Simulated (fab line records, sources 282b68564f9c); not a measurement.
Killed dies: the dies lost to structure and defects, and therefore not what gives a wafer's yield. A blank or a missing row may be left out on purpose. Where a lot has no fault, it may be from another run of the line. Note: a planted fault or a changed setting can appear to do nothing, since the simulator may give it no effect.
Tool commonality check | flow rit cmos | Lots sampled 14, wafers sampled 42

REASON FOR OPENING
Of 14 lots, 2 have the reading PRETRO_TW flagged at RIT_PRETRO_TW_MEAS_10. No-fault wafers: 475, standard deviation 3.5.
Rule: a lot is flagged when every wafer of it that has a number lies more than 4 standard deviations from that mean, or none has a number. The rest of the lots are taken to be sound.

lot  | measured    | on            | PRETRO_TW, wafer by wafer | flag
L323 | day 2 15:33 | film metro-02 | 476 473 475               |
L324 | day 2 22:08 | film metro-04 | 475 473 472               |
L325 | day 3 11:22 | film metro-04 | 469 470 470               |
L328 | day 3 21:36 | film metro-02 | 478 475 477               |
L331 | day 4 12:30 | film metro-02 | 481 479 476               |
L330 | day 4 12:38 | film metro-04 | 474 471 473               |
L335 | day 5 14:12 | film metro-04 | 472 475 476               |
L338 | day 6 03:16 | film metro-03 | 481 481 479               |
L339 | day 6 03:31 | film metro-04 | 394 392 392               | FLAGGED
L340 | day 6 04:58 | film metro-03 | 479 480 477               |
L341 | day 6 13:26 | film metro-04 | 471 470 468               |
L344 | day 6 19:17 | film metro-04 | 394 394 394               | FLAGGED
L345 | day 7 03:43 | film metro-03 | 477 479 477               |
L346 | day 7 08:05 | film metro-04 | 474 474 472               |
Average over the flagged lots: 393; offset from the usual -82, equal to -23 standard deviations.

EACH LOT AND THE TOOL IT RAN ON
The record holds 1 process step before the reading, out of a route of 202 steps. Every cell lists first the tool, next ch and the chambers used by the sampled wafers, and last the start.
lot  | flag    | RIT_PRETRO_IMPLANT_08
L323 |         | implanter-02 ch 0, day 2 15:14
L324 |         | implanter-03 ch 0, day 2 21:50
L325 |         | implanter-02 ch 0, day 3 11:05
L328 |         | implanter-03 ch 0, day 3 21:19
L331 |         | implanter-02 ch 0, day 4 12:11
L330 |         | implanter-03 ch 0, day 4 12:19
L335 |         | implanter-01 ch 0, day 5 13:52
L338 |         | implanter-03 ch 0, day 6 02:58
L339 | FLAGGED | implanter-02 ch 0, day 6 03:12
L340 |         | implanter-03 ch 0, day 6 04:39
L341 |         | implanter-03 ch 0, day 6 13:08
L344 | FLAGGED | implanter-02 ch 0, day 6 18:58
L345 |         | implanter-01 ch 0, day 7 03:25
L346 |         | implanter-01 ch 0, day 7 07:46
What the steps here do:
- RIT_PRETRO_IMPLANT_08
- RIT_PRETRO_TW_MEAS_10

FLAGGED OVER TOTAL, TOOL BY TOOL (the gauges that took the reading come last)
step                  | tool          | lots run | flagged | share of the flagged lots | sound lots run after its first flagged lot
RIT_PRETRO_IMPLANT_08 | implanter-01  | 3        | 0       | none                      | -
RIT_PRETRO_IMPLANT_08 | implanter-02  | 5        | 2       | all                       | 0
RIT_PRETRO_IMPLANT_08 | implanter-03  | 6        | 0       | none                      | -
RIT_PRETRO_TW_MEAS_10 | film metro-02 | 3        | 0       | none                      | -
RIT_PRETRO_TW_MEAS_10 | film metro-03 | 3        | 0       | none                      | -
RIT_PRETRO_TW_MEAS_10 | film metro-04 | 8        | 2       | all                       | 2 (L341,L346)

WHAT THE TABLE ALLOWS
implanter-02 at RIT_PRETRO_IMPLANT_08 and film metro-04 at RIT_PRETRO_TW_MEAS_10 are the 2 rows of the table that ran each flagged lot.
- implanter-02 at RIT_PRETRO_IMPLANT_08 ran 5 lots, 2 of them flagged. A fault beginning between L331 (day 4 12:11), its last sound lot, and L339 (day 6 03:12), its first flagged one, fits the data. Its own readings (dose ions cm2, faraday current uA) fall more than 4 standard deviations out on all wafers of the flagged lots.
- film metro-04 at RIT_PRETRO_TW_MEAS_10 ran 8 lots, 2 of them flagged. Sound lots followed the first flagged one (L341, L346) on it, something a lasting fault affecting the whole tool could not allow.
What remains is a single tool, implanter-02 at RIT_PRETRO_IMPLANT_08.

WHAT HAD BEEN PUT IN BY THE SIMULATOR
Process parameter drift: implanter-02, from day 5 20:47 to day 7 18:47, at RIT_PRETRO_IMPLANT_08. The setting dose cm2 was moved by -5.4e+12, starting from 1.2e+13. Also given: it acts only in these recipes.
Lots struck among those shown: L339, L344. Same finding as the rule above.
